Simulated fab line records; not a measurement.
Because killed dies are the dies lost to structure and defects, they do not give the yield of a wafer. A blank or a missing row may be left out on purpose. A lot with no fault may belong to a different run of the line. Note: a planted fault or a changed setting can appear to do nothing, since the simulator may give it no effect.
Problem report in the 8D (eight disciplines) form, filled by code    flow berkeley cmos170    the parts of the form that need people (team, actions taken, sign-off) are left out

1. WHAT WENT WRONG
At UCB170_M2_SPUTTER_01, chamber pressure pa averages 0.4694 Pa over 6 wafers from 2 lots, while fault-free wafers read 0.4999 Pa, standard deviation 0.001. Relative to the usual mean, that is a shift of -30 standard deviations.
The step: material Al, target thk 900 nm, time 120 s.
The first sign was on wafer L745.1 at day 12 03:17, on pvd sputter-03. Wafers with a number at this step in the record: 18, from 6 lots. Rule for "out" (also "out of limits"): further than 4 standard deviations from the usual mean. The other wafers with a number count as sound.

2. WHAT IT IS, AND WHAT IT ISN'T
question                     is                      is not
which readings at this step  chamber pressure pa     -
which lots                   L745, L746              L728, L734, L747, L748
which wafers of those lots   all that have a number  -
read on which tools          pvd sputter-03          pvd sputter-02, pvd sputter-04
when                         from day 12 03:17       up to then (6 sound wafers); but 6 sound wafers of L747, L748 came after

3. WHAT RULES OUT EACH SUSPECT
Counting: any tool at a process step up to the reading is kept as a suspect provided that every lot that is out went through it and no sound lot did after the first of them.
- rie diel-03 at UCB170_V1_ETCH_14 (etches SiO2 in CHF3/CF4/Ar, stops on Al, target depth 1250 nm, time 291 s): kept. All lots that are out passed through it, beginning with L745 at day 12 02:49, and no sound lot followed; its final sound lot before that point was L734 at day 9 18:34.
- pvd sputter-03 at UCB170_M2_SPUTTER_01 (material Al, target thk 900 nm, time 120 s): kept. All lots that are out passed through it, beginning with L745 at day 12 03:17, and no sound lot followed; its final sound lot before that point was L734 at day 9 19:05. Out on those wafers are its own readings of chamber pressure pa.
What counting leaves: rie diel-03 at UCB170_V1_ETCH_14 and pvd sputter-03 at UCB170_M2_SPUTTER_01.

4. THE CAUSE (what the simulator had put in)
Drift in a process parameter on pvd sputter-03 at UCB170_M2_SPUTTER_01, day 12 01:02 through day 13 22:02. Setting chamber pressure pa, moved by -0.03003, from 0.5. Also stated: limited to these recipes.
Counting left 2 suspects, and this tool is among them.

5. THE CHAIN OF EFFECTS, in route order
Rows list readings where the struck wafers' mean (over those with a number) sits beyond 3 standard deviations from the usual. Only readings for which the record gives a usual standard deviation are gone through. hours: the time from each lot's start at the first step in this table that gives one to its start at this step, as a median over the lots. sigmas: the change in usual standard deviations.
hours  step                  reading              usual      on struck wafers  change   sigmas
0      UCB170_M2_SPUTTER_01  chamber pressure pa  0.4999 Pa  0.4694            -0.0305  -30
Process steps it contains:
- UCB170_M2_SPUTTER_01: material Al, target thk 900 nm, time 120 s.
At these later measuring or inspecting steps, every struck wafer for which the step has a row has a number for every such reading, and none has moved that far: UCB170_M2_RS_MEAS_02, UCB170_M2_THK_MEAS_03, UCB170_M2_CD_MEAS_15, UCB170_M2_OVL_MEAS_16, UCB170_M2_CD_MEAS_90, UCB170_V2_THK_MEAS_01, UCB170_V2_BOW_MEAS_03, UCB170_V2_THK_MEAS_04.

6. HOW IT WOULD HAVE BEEN CAUGHT EARLIER
In this record the first reading out of limits was taken at day 12 03:17, 2 hours after the fault began at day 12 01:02.
